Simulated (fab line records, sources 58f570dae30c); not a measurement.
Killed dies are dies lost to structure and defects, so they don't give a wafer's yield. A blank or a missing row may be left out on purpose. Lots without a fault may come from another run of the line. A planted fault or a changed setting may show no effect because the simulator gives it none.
A struck lot beside a sound one | flow berkeley_cmos170 | 20 steps out of a route of 331
Sound: wafers L530.2, L530.4, L530.6. Struck: wafers L538.1, L538.2, L538.4. The cause comes at the end.
At each step with rows: each side's tool, then ch and its chambers, then its first start. Under that, the readings that differ: sound wafers | struck wafers | difference of the means | sigmas: that difference in standard deviations of wafers without a fault.
alike: readings whose means differ by less than 2 such deviations, and words and numbers that are the same on both sides. not compared: withheld readings, readings that some wafer has no value for, bounds like >300 that may hide the same value, and numbers for which the record gives no deviation and whose values overlap.
The two part at a step that has a row with sigmas, a row that says differs or no value, or rows on one side only. Numbers that don't overlap but have no deviation are shown without sigmas and don't part them. A reading that every wafer of one side lacks parts them only if that side has two wafers or more.

UCB170_PVT_TW_MEAS_09:
  sound on film_metro-02, day 6 14:17; struck on film_metro-04, day 8 15:04
  reading | sound       | struck      | difference | sigmas
  PVT_TW  | 501 501 503 | 513 514 515 | +12        | +3
then, 1 step without rows for these wafers: UCB170_GATE_WET_ETCH_00 (etches SiO2 in dHF, time 200 s).
UCB170_FIELD_THK_MEAS_91:
  sound on film_metro-04, day 6 14:25; struck on film_metro-02, day 8 15:14
  alike: FIELD_OXIDE_LEFT_2_THK
then, 1 step without rows for these wafers: UCB170_GATE_OXIDATION_01 (target thk 6.6 nm, ox time 1800 s).
UCB170_GATE_THK_MEAS_02:
  sound on film_metro-03, day 6 19:41; struck on film_metro-04, day 8 21:17
  alike: GATE_OXIDE_THK
then, 2 steps without rows for these wafers: UCB170_GATE_ANNEAL_03 (time 1800 s); UCB170_GATE_CVD_04 (deposits poly-Si from SiH4, time 1440 s, target thk 214 nm).
UCB170_GATE_THK_MEAS_05:
  sound on film_metro-03, day 7 05:26; struck on film_metro-03, day 9 04:38
  alike: GATE_POLY_THK
then, 4 steps without rows for these wafers: UCB170_GATE_COAT_06; UCB170_GATE_COAT_07 (resist thk 900 nm); UCB170_GATE_SOFTBAKE_08 (time 60 s); UCB170_GATE_EXPOSE_09 (exposes mask POLY, target cd 350 nm).
UCB170_GATE_PEB_10:
  sound on litho_track-03 ch 0, day 7 06:25; struck on litho_track-03 ch 0, day 9 06:47
  reading                  | sound                | struck               | difference | sigmas
  heater_power_total_W (W) | 56.78 56.72 56.77    | 54.15 54.08 54.05    | -2.66      | -55
  plate_temp_C (C)         | 130.01 130.11 130.00 | 125.22 125.16 125.21 | -4.84      | -37
then, 1 step without rows for these wafers: UCB170_GATE_DEVELOP_11 (develop time 45 s).
UCB170_GATE_CD_MEAS_12: target cd 350 nm.
  sound on cd_sem-02, day 7 06:41; struck on cd_sem-01, day 9 07:04
  reading    | sound             | struck            | difference | sigmas
  cd_nm (nm) | 350.1 350.7 350.5 | 388.6 388.8 389.0 | +38.4      | +27
UCB170_GATE_OVL_MEAS_13:
  sound on overlay-01, day 7 06:47; struck on overlay-01, day 9 07:11
  alike: GATE_OVL
UCB170_GATE_ETCH_14: etches BARC in N2/H2.
  sound on rie_diel-02 ch 0,2, day 7 06:49; struck on rie_diel-01 ch 1,2,3, day 9 07:13
  alike: drypump_motor_current_A, n2_flow_sccm, oes_product_au, throttle_valve_pct
UCB170_GATE_ETCH_15: etches poly-Si in HBr/Cl2, stops on SiO2, time 56.3 s, target depth 278.2 nm.
  sound on rie_si-01 ch 0,2,3, day 7 06:53; struck on rie_si-02 ch 1,2,3, day 9 07:16
  reading               | sound             | struck            | difference | sigmas
  model.GATE.cd_nm (nm) | 350.2 351.1 350.2 | 388.8 389.1 388.7 | +38.4      |
  alike: drypump_motor_current_A, oes_product_au, throttle_valve_pct
  not compared: rf_hours_counter_h
UCB170_GATE_STRIP_16: strips in O2.
  sound on plasma_asher-03 ch 0,1, day 7 06:56; struck on plasma_asher-02 ch 0,1, day 9 07:19
  alike: drypump_motor_current_A, oes_product_au
  not compared: rf_hours_counter_h
UCB170_M3_PROBE_99:
  the record has rows for the struck wafers here (prober-02, day 11 05:25) and none for the sound ones

WHERE THEY PART
First at UCB170_PVT_TW_MEAS_09; last, within this record, at UCB170_M3_PROBE_99.

WHY: what the simulator had put in
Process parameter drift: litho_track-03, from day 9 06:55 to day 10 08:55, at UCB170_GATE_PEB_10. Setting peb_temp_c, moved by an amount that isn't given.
